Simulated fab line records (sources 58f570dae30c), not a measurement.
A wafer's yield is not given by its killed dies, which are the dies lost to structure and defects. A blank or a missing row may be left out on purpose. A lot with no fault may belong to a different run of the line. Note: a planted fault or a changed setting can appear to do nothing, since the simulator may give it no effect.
Split-lot trial / flow berkeleyCmos170 / 23 wafers read from 5 lots, route of 331 steps

## ON THE SPLIT
At UCB170_PFIELD_IMPLANT_07, the setting doseCm2 was moved away from the recipe's 2e+13 on 11 of the 23 wafers read, by -2.7% to +7.3%. This setting was run at the recipe's value on the other wafers.

## BETWEEN THE SPLIT AND THE READING: the file shows 1 step in between
- UCB170_PFIELD_STRIP_08: strips in O2

## THE READING
PFIELD_TW, at UCB170_PFIELD_TW_MEAS_09. A value of 604 with a standard deviation of 5.1 is what fault-free wafers of this fab line usually give.

wafer=L074.2; tool, chamber at the split=implanter-01, 0; doseCm2 as run=2e+13; against the recipe=recipe; PFIELD_TW=612; against lot-mates on the recipe=-
wafer=L074.3; tool, chamber at the split=implanter-01, 0; doseCm2 as run=2e+13; against the recipe=recipe; PFIELD_TW=612; against lot-mates on the recipe=-
wafer=L074.4; tool, chamber at the split=implanter-01, 0; doseCm2 as run=2e+13; against the recipe=recipe; PFIELD_TW=611; against lot-mates on the recipe=-
wafer=L077.1; tool, chamber at the split=implanter-04, 0; doseCm2 as run=2e+13; against the recipe=recipe; PFIELD_TW=601; against lot-mates on the recipe=-
wafer=L077.2; tool, chamber at the split=implanter-04, 0; doseCm2 as run=2e+13; against the recipe=recipe; PFIELD_TW=602; against lot-mates on the recipe=-
wafer=L077.3; tool, chamber at the split=implanter-04, 0; doseCm2 as run=2.108e+13; against the recipe=+5.4%; PFIELD_TW=616; against lot-mates on the recipe=+14
wafer=L077.5; tool, chamber at the split=implanter-04, 0; doseCm2 as run=2e+13; against the recipe=recipe; PFIELD_TW=604; against lot-mates on the recipe=-
wafer=L077.6; tool, chamber at the split=implanter-04, 0; doseCm2 as run=2.108e+13; against the recipe=+5.4%; PFIELD_TW=609; against lot-mates on the recipe=+7
wafer=L079.1; tool, chamber at the split=implanter-02, 0; doseCm2 as run=1.945e+13; against the recipe=-2.7%; PFIELD_TW=597; against lot-mates on the recipe=-2
wafer=L079.2; tool, chamber at the split=implanter-02, 0; doseCm2 as run=2e+13; against the recipe=recipe; PFIELD_TW=602; against lot-mates on the recipe=-
wafer=L079.3; tool, chamber at the split=implanter-02, 0; doseCm2 as run=1.945e+13; against the recipe=-2.7%; PFIELD_TW=597; against lot-mates on the recipe=-2
wafer=L079.4; tool, chamber at the split=implanter-02, 0; doseCm2 as run=2e+13; against the recipe=recipe; PFIELD_TW=597; against lot-mates on the recipe=-
wafer=L079.5; tool, chamber at the split=implanter-02, 0; doseCm2 as run=1.945e+13; against the recipe=-2.7%; PFIELD_TW=593; against lot-mates on the recipe=-6
wafer=L083.1; tool, chamber at the split=implanter-02, 0; doseCm2 as run=2e+13; against the recipe=recipe; PFIELD_TW=600; against lot-mates on the recipe=-
wafer=L083.2; tool, chamber at the split=implanter-02, 0; doseCm2 as run=2.129e+13; against the recipe=+6.5%; PFIELD_TW=614; against lot-mates on the recipe=+14
wafer=L083.4; tool, chamber at the split=implanter-02, 0; doseCm2 as run=2.129e+13; against the recipe=+6.5%; PFIELD_TW=613; against lot-mates on the recipe=+14
wafer=L083.5; tool, chamber at the split=implanter-02, 0; doseCm2 as run=2.129e+13; against the recipe=+6.5%; PFIELD_TW=616; against lot-mates on the recipe=+16
wafer=L083.6; tool, chamber at the split=implanter-02, 0; doseCm2 as run=2e+13; against the recipe=recipe; PFIELD_TW=599; against lot-mates on the recipe=-
wafer=L085.1; tool, chamber at the split=implanter-02, 0; doseCm2 as run=2e+13; against the recipe=recipe; PFIELD_TW=597; against lot-mates on the recipe=-
wafer=L085.2; tool, chamber at the split=implanter-02, 0; doseCm2 as run=2.147e+13; against the recipe=+7.3%; PFIELD_TW=611; against lot-mates on the recipe=+12
wafer=L085.3; tool, chamber at the split=implanter-02, 0; doseCm2 as run=2.147e+13; against the recipe=+7.3%; PFIELD_TW=611; against lot-mates on the recipe=+12
wafer=L085.4; tool, chamber at the split=implanter-02, 0; doseCm2 as run=2e+13; against the recipe=recipe; PFIELD_TW=601; against lot-mates on the recipe=-
wafer=L085.5; tool, chamber at the split=implanter-02, 0; doseCm2 as run=2.147e+13; against the recipe=+7.3%; PFIELD_TW=612; against lot-mates on the recipe=+13

FIT RESULTS
A straight line over all 23 wafers: PFIELD_TW changes by +1.6 for each +1% of doseCm2; r = +0.79; the points scatter about the line by 4.5.
The same after taking each lot's own level away (the mean of its wafers on the recipe; 23 wafers): +1.86 for each +1%; r = +0.95; scatter 2.2.
Per that fit: largest doseCm2 move, reading shift of 14.
The lots' own levels span 599.0 to 611.7, that is 2.5 times the standard deviation above.
So the lot-to-lot level blurs the effect unless lot-mates are compared.
Check: +14.4 against its lot-mates is what the line predicts for one of the wafers moved furthest among these (+7.3%) when that wafer is left out of the fit. Against them it came out at +12.

## THE OTHER SPLITS THESE WAFERS WENT THROUGH
Before the reading, these wafers also passed through other splits. Each is held against what the fit with the lots' levels taken away leaves over:
other split on the same wafers=UCB170_WELLDRIVE_OXIDATION_01 tempC; wafers away from the commonest value=15; r with PFIELD_TW (lot level and that fit taken away)=+0.29
other split on the same wafers=UCB170_ACTIVE_STRIP_16 powerW; wafers away from the commonest value=4; r with PFIELD_TW (lot level and that fit taken away)=+0.36

## THE FILE'S OWN FIT
PFIELD_TW changes by +1.93 for each +1% of doseCm2, r = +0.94.
